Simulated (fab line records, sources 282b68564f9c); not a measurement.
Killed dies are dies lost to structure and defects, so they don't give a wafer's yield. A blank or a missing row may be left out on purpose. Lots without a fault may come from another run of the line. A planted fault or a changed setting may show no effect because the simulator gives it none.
Which tool did it? | flow rit_cmos | 13 lots, 39 wafers sampled, at 2 steps of a route of 202

WHAT THE GAUGES READ, wafer by wafer
The record holds no reading of a measuring or inspecting step that can be judged against a usual standard deviation.

WHICH TOOL RAN EACH LOT (tool, then ch and the chambers of the sampled wafers, then the start)
lot  | RIT_ACTIVE_CLEAN_16            | RIT_M1_PROBE_99
L328 | wet_bench-01 ch 3, day 1 15:40 | -
L329 | wet_bench-01 ch 0, day 1 20:26 | -
L330 | wet_bench-04 ch 3, day 2 01:20 | -
L331 | wet_bench-03 ch 0, day 2 06:19 | -
L332 | wet_bench-03 ch 0, day 2 11:43 | -
L333 | wet_bench-03 ch 0, day 2 16:19 | -
L334 | wet_bench-01 ch 0, day 2 21:26 | -
L335 | wet_bench-03 ch 3, day 3 02:30 | prober-02, day 4 20:35
L343 | wet_bench-01 ch 0, day 4 18:26 | -
L348 | wet_bench-04 ch 1, day 5 20:16 | -
L349 | wet_bench-01 ch 3, day 6 00:29 | -
L350 | wet_bench-04 ch 3, day 6 05:27 | prober-01, day 7 23:16
L351 | wet_bench-04 ch 0, day 6 10:27 | -
- RIT_ACTIVE_CLEAN_16: cleans in dHF, time 30 s.
- RIT_M1_PROBE_99

WHAT THE TOOLS THEMSELVES READ (means of the sampled wafers that have a number; where no wafer has one, the mark that the record gives instead)
RIT_M1_PROBE_99.
lot  | tool      | killed_at_M0_to_M3 | killed_at_contacts | killed_at_front_end | killed_dies | killed_open | killed_short
L335 | prober-02 | 0.0                | 0.0                | 49.0                | 49.0        | 2.7         | 3.3
L350 | prober-01 | 0.0                | 0.0                | 5.3                 | 5.3         | 3.3         | 2.0

THE ANSWER, worked out from the rows above alone
Rule: what is usual is taken from the lots themselves. Put in order of their means at a reading, lots are off if they are a third of the lots or fewer, leave a main group of 4 or more, and stand apart from it by a gap of 3 or more times the standard deviation of the main group's means; of several such gaps the widest counts. A main group whose means are all the same, to the digits that the tables above print for the reading, isn't used. A lot without any number at a reading at which 4 lots or more have one is off too. The other lots that the step has rows for count as sound. The gauges are gone through in route order, then the tools' own readings, and for those a lot's mean is taken as printed above. The first step at which some lot is off is used, and at that step the reading that is off furthest; a lot without a number counts as furthest.
No lot is off at any reading shown: from this, nothing can be told.

WHAT THE SIMULATOR HAD PUT IN
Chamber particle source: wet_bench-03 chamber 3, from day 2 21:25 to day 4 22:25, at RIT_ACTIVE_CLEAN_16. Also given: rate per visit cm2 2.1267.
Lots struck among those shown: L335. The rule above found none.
